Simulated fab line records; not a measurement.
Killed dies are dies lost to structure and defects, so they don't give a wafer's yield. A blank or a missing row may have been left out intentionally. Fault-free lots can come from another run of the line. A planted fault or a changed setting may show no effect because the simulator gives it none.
fab line records | flow ritCmos
[record] lots = 7 | wafers = 21 | lastDay = 8
route steps=202 shown PSD@150 SDANNEAL@153 NSD@158 PLDD@159 NLDD@160 SILICIDE@161 M1@202
lots that met no fault: from a run of the same line without faults
startH: hours from the record's first day to the start of the lot's first wafer shown | waitH: hours elapsed since this lot's preceding step | " the same as in the row above | L1.1+2: a row that stands for several wafers | - value missing, or start not given | * or withheld: withheld | < > ~ a bound
route shown NAME@n: a module of which the file shows steps, and the number in the route of the first | usual: mean/standard deviation taken from wafers without a fault | same: alike in all rows | chamber/n: place in a boat | sites: readings site by site | _std_site: how widely they spread, as a standard deviation | _edge_site: the outer-site mean with the inner-site mean subtracted | radiusMm: how far each site lies from the wafer's centre | mask NAME#n: copy n | behind: the last tool/chamber to shape the wafer | hold: why the lot went on hold/how many hours it stayed there/how the hold came to an end | device: names the non-switching transistor (n, p or np) | end of line: the tests these same wafers got at the end of their route | where a step has no rows: the recipe by itself | killed: dies lost to structure and defects at the first sort, not the wafer's yield | map: per-die view of a wafer (x killed, . not killed, _ where there is no die)
set.NAME: the run value of the setting; set.NAME@STEP: its run value at that earlier step | model.NAME: the simulator's own value behind a step, which no gauge read
a table for each step, a row for each wafer; lots at some steps of the route
services: from which hour (startH, from the record's first day; less than 0 if before it) a tool's chamber was out of use, for how many hours, and why
[[steps]]
[step RIT_PSD_IMPLANT_08]
[recipe] species = BF2 | energyKev = 27 | doseCm2 = 5e+15 | tiltDeg = 7
[step RIT_PSD_STRIP_09]
[recipe] chemistry = O2 | timeS = 180 | resist = NOVOLAK | platenTempC = withheld | powerW = 500 | pressureMtorr = 4000 | o2FlowSccm = 4000
[usual] chamberPressureMTorr = 4000/3.6 | drypumpMotorCurrentA = 6.2/0.35
lot.wafer | tool           | chamber | startH | waitH | chamberPressureMTorr | drypumpMotorCurrentA | rfHoursCounterH
L548.2    | plasmaAsher-02 | 0       | 56.29  | 0.1   | 4003                 | 5.8                  | 44
L548.3    | "              | 1       | "      | "     | 3999                 | 5.9                  | -
L548.4    | "              | 0       | "      | "     | 4002                 | 5.8                  | -
L560.3    | plasmaAsher-02 | 0       | 119.02 | 0.1   | 4000                 | 5.8                  | -
L560.4    | "              | 1       | "      | "     | 3996                 | 5.9                  | -
L560.6    | "              | 0       | "      | "     | 3998                 | 5.8                  | -
L562.2    | plasmaAsher-01 | 1       | 124.62 | 0.1   | 4005                 | 6.4                  | 1
L562.3    | "              | 1       | "      | "     | 4000                 | 6.4                  | -
L562.5    | "              | 1       | "      | "     | 4000                 | 6.4                  | -
L561.1    | plasmaAsher-04 | 1       | 124.86 | 0.1   | 4004                 | 6.3                  | 31
L561.5    | "              | 1       | "      | "     | 4002                 | 6.3                  | -
L561.6    | "              | 0       | "      | "     | 4002                 | 6.6                  | -
L569.1    | plasmaAsher-04 | 1       | 163.38 | 0.1   | 4003                 | 6.3                  | 34
L569.2    | "              | 0       | "      | "     | 4000                 | 6.7                  | 34
L569.4    | "              | 1       | "      | "     | 4004                 | 6.3                  | -
L570.3    | plasmaAsher-01 | 0       | 172.78 | 0.1   | 3999                 | 5.7                  | -
L570.5    | "              | 0       | "      | "     | 4004                 | 5.7                  | -
L570.6    | "              | 1       | "      | "     | 4001                 | 6.4                  | -
L571.4    | plasmaAsher-02 | 1       | 173.84 | 0.1   | 4000                 | 5.9                  | -
L571.5    | "              | 1       | "      | "     | 4006                 | 5.9                  | -
L571.6    | "              | 0       | "      | "     | 4000                 | 5.8                  | -
[step RIT_PSD_TW_MEAS_10]
[usual] PSD_TW = 3404/19
lot.wafer | tool         | chamber | startH | waitH | PSD_TW
L548.2    | filmMetro-03 | -       | 56.47  | 0.1   | 3392
L548.3    | "            | -       | "      | "     | 3414
L548.4    | "            | -       | "      | "     | 3397
L560.3    | filmMetro-04 | -       | 119.15 | 0.1   | 3371
L560.4    | "            | -       | "      | "     | 3405
L560.6    | "            | -       | "      | "     | 3370
L562.2    | filmMetro-04 | -       | 124.81 | 0.1   | 3399
L562.3    | "            | -       | "      | "     | 3404
L562.5    | "            | -       | "      | "     | 3414
L561.1    | filmMetro-04 | -       | 125.03 | 0.1   | 3417
L561.5    | "            | -       | "      | "     | 3409
L561.6    | "            | -       | "      | "     | 3402
L569.1    | filmMetro-01 | -       | 163.56 | 0.1   | 3413
L569.2    | "            | -       | "      | "     | 3408
L569.4    | "            | -       | "      | "     | 3415
L570.3    | filmMetro-03 | -       | 172.92 | 0.1   | 3425
L570.5    | "            | -       | "      | "     | 3422
L570.6    | "            | -       | "      | "     | 3424
L571.4    | filmMetro-03 | -       | 173.99 | 0.1   | 3419
L571.5    | "            | -       | "      | "     | 3416
L571.6    | "            | -       | "      | "     | 3417
[step RIT_SDANNEAL_CLEAN_00]
[recipe] chemistry = SC1 | mix = 3:3:50 | timeS = 600 | tempC = 75
[step RIT_SDANNEAL_CLEAN_01]
[recipe] chemistry = dHF | dilution = 50:1 | timeS = 30
[step RIT_SDANNEAL_CLEAN_02]
[recipe] chemistry = SC2 | mix = 3:3:50 | timeS = 600 | tempC = 75 | dry = n2Spin
[step RIT_SDANNEAL_RTA_03]
[recipe] tempC = 1050 | timeS = 5.174 | idleTempC = 600 | rampUpCPerS = 342 | rampDownCPerS = 171 | coolToC = 600 | ambient = N2
[usual] wafer_temp_C_max = 1053.5/1.2
lot.wafer | tool         | chamber | startH | waitH | wafer_temp_C_max
L548.2    | rtpAnneal-02 | 0       | 56.90  | 0.0   | 1052.8
L548.3    | "            | 0       | "      | "     | 1051.8
L548.4    | "            | 0       | "      | "     | 1052.4
L560.3    | rtpAnneal-02 | 0       | 119.58 | 0.0   | 1053.4
L560.4    | "            | 0       | "      | "     | 1053.8
L560.6    | "            | 0       | "      | "     | 1053.2
L562.2    | rtpAnneal-01 | 0       | 125.25 | 0.0   | 1053.6
L562.3    | "            | 0       | "      | "     | 1053.7
L562.5    | "            | 0       | "      | "     | 1052.6
L561.1    | rtpAnneal-02 | 0       | 125.48 | 0.0   | 1054.4
L561.5    | "            | 0       | "      | "     | 1054.1
L561.6    | "            | 0       | "      | "     | 1054.9
L569.1    | rtpAnneal-01 | 0       | 163.99 | 0.0   | 1053.5
L569.2    | "            | 0       | "      | "     | 1052.0
L569.4    | "            | 0       | "      | "     | 1053.5
L570.3    | rtpAnneal-02 | 0       | 173.34 | 0.0   | 1055.1
L570.5    | "            | 0       | "      | "     | 1052.4
L570.6    | "            | 0       | "      | "     | 1054.1
L571.4    | rtpAnneal-01 | 0       | 174.41 | 0.0   | 1052.0
L571.5    | "            | 0       | "      | "     | 1054.3
L571.6    | "            | 0       | "      | "     | 1050.5
[step RIT_SDANNEAL_RS_MEAS_04]
[recipe] thkMeasGauge = four-point-probe
[usual] PSD_RS = 115.5/0.34
lot.wafer | tool         | chamber | startH | waitH | PSD_RS[ohm/sq]
L548.2    | filmMetro-03 | -       | 56.97  | 0.1   | 115.3
L548.3    | "            | -       | "      | "     | 115.8
L548.4    | "            | -       | "      | "     | 115.1
L560.3    | filmMetro-01 | -       | 119.66 | 0.1   | 115.3
L560.4    | "            | -       | "      | "     | 115.3
L560.6    | "            | -       | "      | "     | 115.3
L562.2    | filmMetro-04 | -       | 125.32 | 0.1   | 115.9
L562.3    | "            | -       | "      | "     | 115.5
L562.5    | "            | -       | "      | "     | 115.8
L561.1    | filmMetro-03 | -       | 125.53 | 0.0   | 115.9
L561.5    | "            | -       | "      | "     | 115.6
L561.6    | "            | -       | "      | "     | 115.3
L569.1    | filmMetro-04 | -       | 164.04 | 0.0   | 115.9
L569.2    | "            | -       | "      | "     | 115.4
L569.4    | "            | -       | "      | "     | 115.7
L570.3    | filmMetro-01 | -       | 173.42 | 0.1   | 115.4
L570.5    | "            | -       | "      | "     | 115.8
L570.6    | "            | -       | "      | "     | 115.8
L571.4    | filmMetro-03 | -       | 174.50 | 0.1   | 115.0
L571.5    | "            | -       | "      | "     | 115.3
L571.6    | "            | -       | "      | "     | 115.1
[step RIT_SDANNEAL_RS_MEAS_05]
[recipe] thkMeasGauge = four-point-probe
[usual] NSD_RS = 84.46/0.28
lot.wafer | tool         | chamber | startH | waitH | NSD_RS[ohm/sq]
L548.2    | filmMetro-03 | -       | 57.09  | 0.1   | 83.74
L548.3    | "            | -       | "      | "     | 84.13
L548.4    | "            | -       | "      | "     | 84.06
L560.3    | filmMetro-01 | -       | 119.78 | 0.1   | 84.16
L560.4    | "            | -       | "      | "     | 83.79
L560.6    | "            | -       | "      | "     | 84.12
L562.2    | filmMetro-04 | -       | 125.44 | 0.1   | 84.69
L562.3    | "            | -       | "      | "     | 84.25
L562.5    | "            | -       | "      | "     | 84.50
L561.1    | filmMetro-03 | -       | 125.65 | 0.1   | 84.28
L561.5    | "            | -       | "      | "     | 84.39
L561.6    | "            | -       | "      | "     | 84.26
L569.1    | filmMetro-04 | -       | 164.16 | 0.1   | 84.67
L569.2    | "            | -       | "      | "     | 84.47
L569.4    | "            | -       | "      | "     | 84.46
L570.3    | filmMetro-01 | -       | 173.54 | 0.1   | 84.20
L570.5    | "            | -       | "      | "     | 84.07
L570.6    | "            | -       | "      | "     | 84.02
L571.4    | filmMetro-03 | -       | 174.62 | 0.1   | 84.23
L571.5    | "            | -       | "      | "     | 84.36
L571.6    | "            | -       | "      | "     | 84.25
[step RIT_SDANNEAL_RS_MEAS_06]
[recipe] thkMeasGauge = four-point-probe
[usual] PLDD_RS = 178.2/0.44
lot.wafer | tool         | chamber | startH | waitH | PLDD_RS[ohm/sq]
L548.2    | filmMetro-03 | -       | 57.21  | 0.1   | 179.0
L548.3    | "            | -       | "      | "     | 179.5
L548.4    | "            | -       | "      | "     | 178.5
L560.3    | filmMetro-01 | -       | 119.90 | 0.1   | 178.0
L560.4    | "            | -       | "      | "     | 178.1
L560.6    | "            | -       | "      | "     | 177.9
L562.2    | filmMetro-04 | -       | 125.56 | 0.1   | 178.6
L562.3    | "            | -       | "      | "     | 178.5
L562.5    | "            | -       | "      | "     | 178.6
L561.1    | filmMetro-03 | -       | 125.77 | 0.1   | 178.6
L561.5    | "            | -       | "      | "     | 178.0
L561.6    | "            | -       | "      | "     | 178.2
L569.1    | filmMetro-04 | -       | 164.28 | 0.1   | 178.6
L569.2    | "            | -       | "      | "     | 178.3
L569.4    | "            | -       | "      | "     | 178.5
L570.3    | filmMetro-01 | -       | 173.66 | 0.1   | 177.9
L570.5    | "            | -       | "      | "     | 177.4
L570.6    | "            | -       | "      | "     | 178.0
L571.4    | filmMetro-03 | -       | 174.74 | 0.1   | 178.1
L571.5    | "            | -       | "      | "     | 177.6
L571.6    | "            | -       | "      | "     | 178.7
[step RIT_SDANNEAL_RS_MEAS_07]
[recipe] thkMeasGauge = four-point-probe
[usual] NLDD_RS = 151.5/0.55
lot.wafer | tool         | chamber | startH | waitH | NLDD_RS[ohm/sq]
L548.2    | filmMetro-03 | -       | 57.33  | 0.1   | 152.7
L548.3    | "            | -       | "      | "     | 152.3
L548.4    | "            | -       | "      | "     | 152.3
L560.3    | filmMetro-01 | -       | 120.02 | 0.1   | 150.8
L560.4    | "            | -       | "      | "     | 151.0
L560.6    | "            | -       | "      | "     | 150.5
L562.2    | filmMetro-04 | -       | 125.68 | 0.1   | 151.7
L562.3    | "            | -       | "      | "     | 151.2
L562.5    | "            | -       | "      | "     | 152.1
L561.1    | filmMetro-03 | -       | 125.89 | 0.1   | 151.1
L561.5    | "            | -       | "      | "     | 150.2
L561.6    | "            | -       | "      | "     | 150.2
L569.1    | filmMetro-04 | -       | 164.40 | 0.1   | 151.7
L569.2    | "            | -       | "      | "     | 152.1
L569.4    | "            | -       | "      | "     | 152.4
L570.3    | filmMetro-01 | -       | 173.78 | 0.1   | 151.6
L570.5    | "            | -       | "      | "     | 151.6
L570.6    | "            | -       | "      | "     | 151.1
L571.4    | filmMetro-03 | -       | 174.86 | 0.1   | 151.6
L571.5    | "            | -       | "      | "     | 151.8
L571.6    | "            | -       | "      | "     | 151.3
[step RIT_SILICIDE_WET_ETCH_00]
[recipe] chemistry = BOE | target = SiO2 | targetDepthNm = 14 | timeS = 15 | dry = n2Spin | dilution = 10:1 | tempC = 21.5
[step RIT_SILICIDE_SPUTTER_01]
[recipe] material = Ti | targetThkNm = 30 | powerW = 337.5 | chamberPressurePa = 0.667 | gas = Ar | timeS = 240 | substrateTempC = 25
[usual] cathodeDcPowerW = 337.50/0.066 | chamberPressurePa = 0.6670/0.0013 | throttleValvePct = 30.2/1.5
lot.wafer | tool          | chamber | startH | waitH | cathodeDcPowerW | chamberPressurePa | throttleValvePct
L548.2    | pvdSputter-02 | -       | 57.44  | 0.0   | 337.48          | 0.6693            | 32.1
L548.3    | "             | -       | "      | "     | 337.55          | 0.6658            | 32.1
L548.4    | "             | -       | "      | "     | 337.65          | 0.6661            | 29.3
L560.3    | pvdSputter-02 | -       | 120.11 | 0.0   | -               | -                 | -
L560.4    | "             | -       | "      | "     | -               | -                 | -
L560.6    | "             | -       | "      | "     | -               | -                 | -
L562.2    | pvdSputter-01 | -       | 125.79 | 0.0   | -               | -                 | -
L562.3    | "             | -       | "      | "     | -               | -                 | -
L562.5    | "             | -       | "      | "     | -               | -                 | -
L561.1    | pvdSputter-03 | -       | 126.03 | 0.0   | -               | -                 | -
L561.5    | "             | -       | "      | "     | -               | -                 | -
L561.6    | "             | -       | "      | "     | -               | -                 | -
L569.1    | pvdSputter-01 | -       | 164.54 | 0.0   | 337.45          | 0.6653            | 30.0
L569.2    | "             | -       | "      | "     | 337.68          | 0.6640            | 30.5
L569.4    | "             | -       | "      | "     | 337.51          | 0.6674            | 28.6
L570.3    | pvdSputter-01 | -       | 173.87 | 0.0   | 337.46          | 0.6678            | 31.4
L570.5    | "             | -       | "      | "     | 337.44          | 0.6665            | 30.3
L570.6    | "             | -       | "      | "     | 337.50          | 0.6679            | 28.4
L571.4    | pvdSputter-02 | -       | 174.93 | 0.0   | 337.51          | 0.6679            | 28.3
L571.5    | "             | -       | "      | "     | 337.59          | 0.6675            | 29.6
L571.6    | "             | -       | "      | "     | 337.46          | 0.6668            | 32.4
[step RIT_SILICIDE_RS_MEAS_02]
[recipe] thkMeasGauge = four-point-probe | reads = Ti_of_SILICIDE_SPUTTER_01
[usual] SILICIDE_TI_RS = 50.3/0.82
lot.wafer | tool         | chamber | startH | waitH | SILICIDE_TI_RS[ohm/sq]
L548.2    | filmMetro-02 | -       | 57.61  | 0.1   | 50.1
L548.3    | "            | -       | "      | "     | 49.7
L548.4    | "            | -       | "      | "     | 50.7
L560.3    | filmMetro-02 | -       | 120.30 | 0.1   | -
L560.4    | "            | -       | "      | "     | -
L560.6    | "            | -       | "      | "     | -
L562.2    | filmMetro-02 | -       | 125.96 | 0.1   | -
L562.3    | "            | -       | "      | "     | -
L562.5    | "            | -       | "      | "     | -
L561.1    | filmMetro-02 | -       | 126.18 | 0.1   | -
L561.5    | "            | -       | "      | "     | -
L561.6    | "            | -       | "      | "     | -
L569.1    | filmMetro-02 | -       | 164.69 | 0.1   | 51.7
L569.2    | "            | -       | "      | "     | 51.8
L569.4    | "            | -       | "      | "     | 51.4
L570.3    | filmMetro-02 | -       | 174.06 | 0.1   | 51.2
L570.5    | "            | -       | "      | "     | 51.3
L570.6    | "            | -       | "      | "     | 50.7
L571.4    | filmMetro-01 | -       | 175.14 | 0.1   | 49.0
L571.5    | "            | -       | "      | "     | 48.9
L571.6    | "            | -       | "      | "     | 49.1
[step RIT_SILICIDE_THK_MEAS_03]
[recipe] thkMeasGauge = xrf | reads = Ti_of_SILICIDE_SPUTTER_01
[usual] SILICIDE_TI_THK = 28.7/0.36
lot.wafer | tool         | chamber | startH | waitH | SILICIDE_TI_THK[nm]
L548.2    | filmMetro-02 | -       | 57.72  | 0.1   | 28.7
L548.3    | "            | -       | "      | "     | 29.1
L548.4    | "            | -       | "      | "     | 28.6
L560.3    | filmMetro-02 | -       | 120.40 | 0.1   | <0.0
L560.4    | "            | -       | "      | "     | <0.0
L560.6    | "            | -       | "      | "     | <0.0
L562.2    | filmMetro-02 | -       | 126.07 | 0.1   | <0.0
L562.3    | "            | -       | "      | "     | <0.0
L562.5    | "            | -       | "      | "     | <0.0
L561.1    | filmMetro-02 | -       | 126.30 | 0.1   | <0.0
L561.5    | "            | -       | "      | "     | <0.0
L561.6    | "            | -       | "      | "     | <0.0
L569.1    | filmMetro-02 | -       | 164.81 | 0.1   | 28.2
L569.2    | "            | -       | "      | "     | 28.3
L569.4    | "            | -       | "      | "     | 28.5
L570.3    | filmMetro-02 | -       | 174.16 | 0.1   | 28.5
L570.5    | "            | -       | "      | "     | 28.4
L570.6    | "            | -       | "      | "     | 28.7
L571.4    | filmMetro-01 | -       | 175.23 | 0.1   | 29.3
L571.5    | "            | -       | "      | "     | 29.3
L571.6    | "            | -       | "      | "     | 29.2
[step RIT_SILICIDE_RTA_04]
[recipe] tempC = 650 | timeS = 10 | idleTempC = 25 | rampUpS = 5 | rampDownS = 5 | coolToC = 25 | ambient = N2
[usual] wafer_temp_C_max = 653.6/0.72
lot.wafer | tool         | chamber | startH | waitH | wafer_temp_C_max
L548.2    | rtpAnneal-01 | 0       | 57.78  | 0.1   | 653.0
L548.3    | "            | 0       | "      | "     | 653.4
L548.4    | "            | 0       | "      | "     | 652.4
L560.3    | rtpAnneal-01 | 0       | 120.48 | 0.1   | 652.8
L560.4    | "            | 0       | "      | "     | 653.5
L560.6    | "            | 0       | "      | "     | 654.3
L562.2    | rtpAnneal-01 | 0       | 126.14 | 0.1   | 653.4
L562.3    | "            | 0       | "      | "     | 654.6
L562.5    | "            | 0       | "      | "     | 654.4
L561.1    | rtpAnneal-01 | 0       | 126.36 | 0.1   | 653.4
L561.5    | "            | 0       | "      | "     | 654.2
L561.6    | "            | 0       | "      | "     | 654.8
L569.1    | rtpAnneal-02 | 0       | 164.87 | 0.1   | 653.0
L569.2    | "            | 0       | "      | "     | 652.9
L569.4    | "            | 0       | "      | "     | 653.8
L570.3    | rtpAnneal-01 | 0       | 174.23 | 0.1   | 654.5
L570.5    | "            | 0       | "      | "     | 653.8
L570.6    | "            | 0       | "      | "     | 654.4
L571.4    | rtpAnneal-02 | 0       | 175.30 | 0.1   | 652.6
L571.5    | "            | 0       | "      | "     | 653.5
L571.6    | "            | 0       | "      | "     | 653.1
[step RIT_M1_PROBE_99]
[usual] killedAtFrontEnd = 7.5/2.8 | killedDies = 7.6/2.9 | killedOnRim = 2.1/1.4 | killedOpen = 3.7/2 | killedShort = 3.8/2
[same] grossDies = 264 | killed_at_M0_to_M3 = 0 | killed_at_M4_up = 0 | killedAtBackSide = 0 | killedAtContacts = 0 | killedAtOther = 0
lot.wafer | tool      | chamber | startH | waitH | killedAtFrontEnd | killedDies | killedOnRim | killedOpen | killedShort
L548.2    | prober-01 | -       | 64.54  | 0.1   | 3                | 3          | 1           | 1          | 2
L548.3    | prober-01 | -       | 64.59  | 0.2   | 8                | 8          | 2           | 6          | 2
L548.4    | prober-01 | -       | 64.64  | 0.2   | 5                | 5          | 0           | 1          | 4
L560.3    | prober-02 | -       | 127.19 | 0.2   | 264              | 264        | 70          | 0          | 5
L560.4    | prober-02 | -       | 127.24 | 0.2   | 264              | 264        | 70          | 4          | 2
L560.6    | prober-02 | -       | 127.34 | 0.2   | 264              | 264        | 70          | 5          | 2
L562.2    | prober-01 | -       | 132.63 | 0.1   | 264              | 264        | 70          | 1          | 2
L562.3    | prober-01 | -       | 132.68 | 0.2   | 264              | 264        | 70          | 4          | 3
L562.5    | prober-01 | -       | 132.78 | 0.2   | 264              | 264        | 70          | 4          | 4
L561.1    | prober-02 | -       | 134.08 | 0.1   | 264              | 264        | 70          | 0          | 3
L561.5    | prober-02 | -       | 134.28 | 0.2   | 264              | 264        | 70          | 5          | 4
L561.6    | prober-02 | -       | 134.33 | 0.2   | 264              | 264        | 70          | 4          | 2
L570.3    | prober-02 | -       | 180.73 | 0.2   | 10               | 10         | 3           | 5          | 5
L570.5    | prober-02 | -       | 180.83 | 0.2   | 8                | 8          | 3           | 1          | 7
L570.6    | prober-02 | -       | 180.88 | 0.2   | 13               | 13         | 4           | 7          | 6
// killed by level:class
L548.2 GATE:geometricParticle:short=2 REOX:geometricParticle:open=1
L548.3 GATE:geometricParticle:open=4 SPACER:geometricParticle:short=1 REOX:geometricParticle:short=1 REOX:geometricParticle:open=1 SILICIDE:geometricParticle:open=1
L548.4 GATE:geometricParticle:short=2 ACTIVE:geometricParticle:short=1 GATE:geometricParticle:open=1 SPACER:geometricParticle:short=1
L560.3 SILICIDE:areaSputter=259 REOX:geometricParticle:short=3 FOX2:geometricParticle:short=1 GATE:geometricParticle:short=1
L560.4 SILICIDE:areaSputter=258 GATE:geometricParticle:open=4 GATE:geometricParticle:short=1 SPACER:geometricParticle:short=1
L560.6 SILICIDE:areaSputter=257 FOX2:geometricParticle:open=2 GATE:geometricParticle:open=2 GATE:geometricParticle:short=1 REOX:geometricParticle:open=1 REOX:geometricParticle:short=1
L562.2 SILICIDE:areaSputter=261 FOX2:geometricParticle:short=1 GATE:geometricParticle:short=1 SPACER:geometricParticle:open=1
L562.3 SILICIDE:areaSputter=257 GATE:geometricParticle:open=2 GATE:geometricParticle:short=2 REOX:geometricParticle:open=2 REOX:geometricParticle:short=1
L562.5 SILICIDE:areaSputter=256 GATE:geometricParticle:open=3 FOX2:geometricParticle:short=1 GATE:geometricParticle:short=1 REOX:geometricParticle:short=1 SPACER:geometricParticle:short=1 SPACER:geometricParticle:open=1
L561.1 SILICIDE:areaSputter=261 FOX1:geometricParticle:short=2 GATE:geometricParticle:short=1
L561.5 SILICIDE:areaSputter=255 FOX2:geometricParticle:short=2 GATE:geometricParticle:open=2 SPACER:geometricParticle:open=2 FOX1:geometricParticle:open=1 GATE:geometricParticle:short=1 REOX:geometricParticle:short=1
L561.6 SILICIDE:areaSputter=258 GATE:geometricParticle:open=3 FOX1:geometricParticle:short=1 FOX1:geometricParticle:open=1 REOX:geometricParticle:short=1
L570.3 FOX1:geometricParticle:open=3 GATE:geometricParticle:short=3 GATE:geometricParticle:open=2 FOX2:geometricParticle:short=1 SPACER:geometricParticle:short=1
L570.5 GATE:geometricParticle:short=4 SPACER:geometricParticle:short=2 GATE:geometricParticle:open=1 REOX:geometricParticle:short=1
L570.6 GATE:geometricParticle:short=3 FOX1:geometricParticle:open=2 GATE:geometricParticle:open=2 SPACER:geometricParticle:open=2 ACTIVE:geometricParticle:open=1 FOX2:geometricParticle:short=1 REOX:geometricParticle:short=1 SPACER:geometricParticle:short=1
// map L560.3 (x killed, . not)
________xxxxxxx_______
_____xxxxxxxxxxxxx____
____xxxxxxxxxxxxxxx___
___xxxxxxxxxxxxxxxxx__
__xxxxxxxxxxxxxxxxxxx_
__xxxxxxxxxxxxxxxxxxx_
_xxxxxxxxxxxxxxxxxxxxx
_xxxxxxxxxxxxxxxxxxxxx
_xxxxxxxxxxxxxxxxxxxxx
_xxxxxxxxxxxxxxxxxxxxx
__xxxxxxxxxxxxxxxxxxx_
__xxxxxxxxxxxxxxxxxxx_
___xxxxxxxxxxxxxxxxx__
____xxxxxxxxxxxxxxx___
_____xxxxxxxxxxxxx____
________xxxxxxx_______
// map L561.1 (x killed, . not)
________xxxxxxx_______
_____xxxxxxxxxxxxx____
____xxxxxxxxxxxxxxx___
___xxxxxxxxxxxxxxxxx__
__xxxxxxxxxxxxxxxxxxx_
__xxxxxxxxxxxxxxxxxxx_
_xxxxxxxxxxxxxxxxxxxxx
_xxxxxxxxxxxxxxxxxxxxx
_xxxxxxxxxxxxxxxxxxxxx
_xxxxxxxxxxxxxxxxxxxxx
__xxxxxxxxxxxxxxxxxxx_
__xxxxxxxxxxxxxxxxxxx_
___xxxxxxxxxxxxxxxxx__
____xxxxxxxxxxxxxxx___
_____xxxxxxxxxxxxx____
________xxxxxxx_______
[[services]]
tool           | chamber | startH | hours | kind
rtpAnneal-01   | -       | 32.50  | 3.2   | pm
pvdSputter-02  | -       | 64.63  | 1.8   | repair
plasmaAsher-02 | -       | 72.58  | 11.4  | pm
pvdSputter-01  | -       | 73.64  | 0.5   | repair
plasmaAsher-01 | -       | 108.75 | 9.0   | pm
plasmaAsher-01 | 0       | 108.75 | 9.0   | ventCycle
plasmaAsher-01 | 1       | 108.75 | 9.0   | ventCycle
plasmaAsher-01 | 0       | 117.75 | -     | clean
plasmaAsher-01 | 1       | 117.75 | -     | clean
rtpAnneal-02   | -       | 147.55 | 5.6   | pm
plasmaAsher-04 | -       | 158.88 | 1.4   | repair
pvdSputter-01  | -       | 159.17 | 0.6   | repair
[[key]]
[firstSign] step = RIT_SILICIDE_SPUTTER_01 | reading = toolRecord | direction = missing
[effect] step = RIT_SILICIDE_RS_MEAS_02 | reading = SILICIDE_TI_RS | direction = missing
[effect] step = RIT_SILICIDE_THK_MEAS_03 | reading = SILICIDE_TI_THK | direction = down | sigmas = 79 | usual = 28.7 | struck = <0.0
[effect] step = RIT_M1_PROBE_99 | reading = killedAtFrontEnd | direction = up | sigmas = 91 | usual = 7.5 | struck = 264
[moreKillsBornAt] RIT_SILICIDE_SPUTTER_01@pvdSputter-02 = 774 | RIT_SILICIDE_SPUTTER_01@pvdSputter-01 = 774 | RIT_SILICIDE_SPUTTER_01@pvdSputter-03 = 773
metAt RIT_SILICIDE_SPUTTER_01
struckWafers L560.3,L560.4,L560.6,L561.1,L561.5,L561.6,L562.2,L562.3,L562.5
laterRowsLeftOut L560.3,L560.4,L560.6,L561.1,L561.5,L561.6,L562.2,L562.3,L562.5
testerLeftOut L560,L561,L562
onsetBetween 57.44 120.11
[fault] kind = skippedStepWhole | tool = pvdSputter-01,pvdSputter-02,pvdSputter-03 | chamber = - | onsetH = 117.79 | steps = RIT_SILICIDE_SPUTTER_01 | scope = struckLotsOnly
// testerLeftOut: of these lots the tester's yield and bins aren't shown, on N5 and GAA mostly nor the transistor test; their killed dies are dies lost to structure and defects alone, not to doping, threshold or leakage, so they don't give the yield
// laterRowsLeftOut: the simulator's readings of these wafers behind a module that went badly wrong aren't trusted and aren't shown, but for the sort
